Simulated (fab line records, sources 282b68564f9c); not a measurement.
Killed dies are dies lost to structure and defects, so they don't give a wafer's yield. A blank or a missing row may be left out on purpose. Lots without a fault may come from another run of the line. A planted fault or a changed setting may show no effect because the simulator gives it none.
Which tool did it? | flow rit_cmos | 13 lots, 39 wafers sampled, at 2 steps of a route of 202

WHAT THE GAUGES READ, wafer by wafer
The record holds no reading of a measuring or inspecting step that can be judged against a usual standard deviation.

WHICH TOOL RAN EACH LOT (tool, then ch and the chambers of the sampled wafers, then the start)
lot  | RIT_SPACER_CLEAN_00            | RIT_M1_PROBE_99
L773 | wet_bench-03 ch 3, day 3 10:22 | -
L775 | wet_bench-04 ch 1, day 3 19:42 | -
L778 | wet_bench-02 ch 2, day 4 12:32 | -
L779 | wet_bench-04 ch 1, day 4 20:11 | -
L780 | wet_bench-03 ch 1, day 4 23:00 | -
L782 | wet_bench-03 ch 2, day 5 06:17 | -
L783 | wet_bench-02 ch 3, day 5 13:32 | -
L785 | wet_bench-03 ch 1, day 5 23:14 | -
L786 | wet_bench-03 ch 3, day 6 06:57 | prober-01, day 6 20:29
L787 | wet_bench-04 ch 3, day 6 07:06 | -
L789 | wet_bench-03 ch 0, day 6 18:57 | -
L792 | wet_bench-03 ch 3, day 7 09:50 | -
L794 | wet_bench-03 ch 1, day 8 06:07 | -
- RIT_SPACER_CLEAN_00: cleans in SC1, time 600 s.
- RIT_M1_PROBE_99

WHAT THE TOOLS THEMSELVES READ (means of the sampled wafers that have a number; where no wafer has one, the mark that the record gives instead)
RIT_SPACER_CLEAN_00.
lot  | tool         | run_length_s (s)
L773 | wet_bench-03 | 625.7
L775 | wet_bench-04 | 626.2
L778 | wet_bench-02 | 625.5
L779 | wet_bench-04 | 633.3
L780 | wet_bench-03 | 624.4
L782 | wet_bench-03 | 626.5
L783 | wet_bench-02 | 627.4
L785 | wet_bench-03 | 630.7
L786 | wet_bench-03 | 625.9
L787 | wet_bench-04 | 628.6
L789 | wet_bench-03 | 625.6
L792 | wet_bench-03 | 722.3
L794 | wet_bench-03 | 623.4

RIT_M1_PROBE_99.
lot  | tool      | killed_at_contacts | killed_at_front_end | killed_dies | killed_open | killed_short
L786 | prober-01 | 0.0                | 4                   | 4           | 2.0         | 2.3

THE ANSWER, worked out from the rows above alone
Rule: what is usual is taken from the lots themselves. Put in order of their means at a reading, lots are off if they are a third of the lots or fewer, leave a main group of 4 or more, and stand apart from it by a gap of 3 or more times the standard deviation of the main group's means; of several such gaps the widest counts. A main group whose means are all the same, to the digits that the tables above print for the reading, isn't used. A lot without any number at a reading at which 4 lots or more have one is off too. The other lots that the step has rows for count as sound. The gauges are gone through in route order, then the tools' own readings, and for those a lot's mean is taken as printed above. The first step at which some lot is off is used, and at that step the reading that is off furthest; a lot without a number counts as furthest.
Off: L792, at RIT_SPACER_CLEAN_00 (run_length_s). The main group: mean 626.9 s, standard deviation 2.6.
A tool fits if, at that step or a process step before it, it ran every lot that is off, and no sound lot after the first of them. None of those tried fits.

WHAT THE SIMULATOR HAD PUT IN
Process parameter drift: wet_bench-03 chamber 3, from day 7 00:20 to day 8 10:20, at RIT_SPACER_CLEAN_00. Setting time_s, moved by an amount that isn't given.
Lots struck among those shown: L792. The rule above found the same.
